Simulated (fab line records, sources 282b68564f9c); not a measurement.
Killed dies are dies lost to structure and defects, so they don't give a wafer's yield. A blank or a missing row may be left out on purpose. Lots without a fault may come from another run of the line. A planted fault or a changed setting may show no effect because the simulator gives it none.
Split-lot experiment | flow rit_cmos | 5 lots, 23 wafers read, on a route of 202 steps

THE SPLIT
At RIT_CONTACT_CVD_00 (deposits SiO2 from TEOS, target thk 400 nm, time 61 s), the setting time_s was moved away from the recipe's 61 s on 10 of the 23 wafers read, by -9.5% to +8.1%. The other wafers ran this setting at the recipe's value.

The file shows no step between the split and the reading.

THE READING
CONTACT_TEOS_THK, in nm, at RIT_CONTACT_THK_MEAS_01. Fault-free wafers of this fab line usually give 401 nm, standard deviation 5 nm.

wafer  | tool, chamber at the split | time_s as run, s | against the recipe | CONTACT_TEOS_THK, nm | against lot-mates on the recipe
L074.1 | pecvd-04, 1                | 61               | recipe             | 397                  | -
L074.2 | pecvd-04, 0                | 55.23            | -9.5%              | 362                  | -38
L074.3 | pecvd-04, 2                | 61               | recipe             | 402                  | -
L074.5 | pecvd-04, 0                | 55.23            | -9.5%              | 365                  | -34
L074.6 | pecvd-04, 1                | 55.23            | -9.5%              | 370                  | -30
L077.1 | pecvd-04, 1                | 61               | recipe             | 400                  | -
L077.2 | pecvd-04, 0                | 61               | recipe             | 397                  | -
L077.5 | pecvd-04, 0                | 61               | recipe             | 408                  | -
L079.1 | pecvd-03, 1                | 61               | recipe             | 397                  | -
L079.3 | pecvd-03, 0                | 61               | recipe             | 395                  | -
L079.4 | pecvd-03, 1                | 61               | recipe             | 401                  | -
L079.5 | pecvd-03, 2                | 56.11            | -8.0%              | 371                  | -27
L079.6 | pecvd-03, 0                | 56.11            | -8.0%              | 367                  | -31
L084.1 | pecvd-02, 0                | 58.37            | -4.3%              | 373                  | -26
L084.2 | pecvd-02, 1                | 58.37            | -4.3%              | 375                  | -24
L084.3 | pecvd-02, 2                | 61               | recipe             | 396                  | -
L084.4 | pecvd-02, 1                | 61               | recipe             | 401                  | -
L084.6 | pecvd-02, 0                | 61               | recipe             | 401                  | -
L085.1 | pecvd-03, 0                | 65.97            | +8.1%              | 431                  | +29
L085.2 | pecvd-03, 1                | 65.97            | +8.1%              | 425                  | +23
L085.3 | pecvd-03, 2                | 61               | recipe             | 401                  | -
L085.5 | pecvd-03, 1                | 61               | recipe             | 403                  | -
L085.6 | pecvd-03, 2                | 65.97            | +8.1%              | 438                  | +36

THE FIT
A straight line over all 23 wafers: CONTACT_TEOS_THK changes by +3.86 nm for each +1% of time_s; r = +0.98; the points scatter about the line by 4.7 nm.
The same after taking each lot's own level away (the mean of its wafers on the recipe; 23 wafers): +3.69 nm for each +1%; r = +0.98; scatter 4.4 nm.
On that fit, the largest move of time_s shifts the reading by 35 nm.
The lots' own levels span 397.7 to 402.0 nm, that is 0.9 times the standard deviation above.
So the lot-to-lot level changes the slope little: the two slopes agree.
Check: with one of the wafers moved furthest among these (-9.5%) left out of the fit, the line predicts -35.2 nm for it against its lot-mates. It came out at -37.5 nm against them.

OTHER SPLITS ON THESE WAFERS
These wafers also went through other splits before the reading. Each is held against what the fit with the lots' levels taken away leaves over:
other split on the same wafers  | wafers away from the commonest value | r with CONTACT_TEOS_THK (lot level and that fit taken away)
RIT_GATE_ETCH_19 over_etch_frac | 6                                    | -0.13
RIT_NLDD_SOFTBAKE_02 temp_c     | 8                                    | +0.03
RIT_NLDD_IMPLANT_08 energy_kev  | 8                                    | +0.57
RIT_PLDD_IMPLANT_08 energy_kev  | 8                                    | +0.12
RIT_SPACER_CVD_03 time_s        | 15                                   | +0.28
RIT_NSD_IMPLANT_08 energy_kev   | 7                                    | +0.03
RIT_PSD_HARDBAKE_07 temp_c      | 5                                    | +0.26

THE WHOLE CHAIN: every reading that the file lists as answering this split, in the file's order
step                    | what it does                                                                | reading                                                                        | change (the file's fit)              | r (the file's)
RIT_CONTACT_CVD_00      | deposits SiO2 from TEOS, target thk 400 nm, time 61 s                       | SiO2_of_CONTACT_CVD_00.thk_nm (the simulator's own value, which no gauge read) | +3.74 nm for each +1% of the setting | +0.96
RIT_CONTACT_THK_MEAS_01 |                                                                             | CONTACT_TEOS_THK                                                               | +3.74 for each +1% of the setting    | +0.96
RIT_CONTACT_ETCH_11     | etches SiO2 in CHF3/CF4/Ar, stops on TiSi2, target depth 480 nm, time 320 s | CONTACT.feature_depth_nm (the simulator's own value, which no gauge read)      | +3.74 nm for each +1% of the setting | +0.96
RIT_CONTACT_ETCH_11     | etches SiO2 in CHF3/CF4/Ar, stops on TiSi2, target depth 480 nm, time 320 s | etch.depth_nm (the simulator's own value, which no gauge read)                 | +3.74 nm for each +1% of the setting | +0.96

THE FILE'S OWN FIT
CONTACT_TEOS_THK changes by +3.74 nm for each +1% of time_s, r = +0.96.
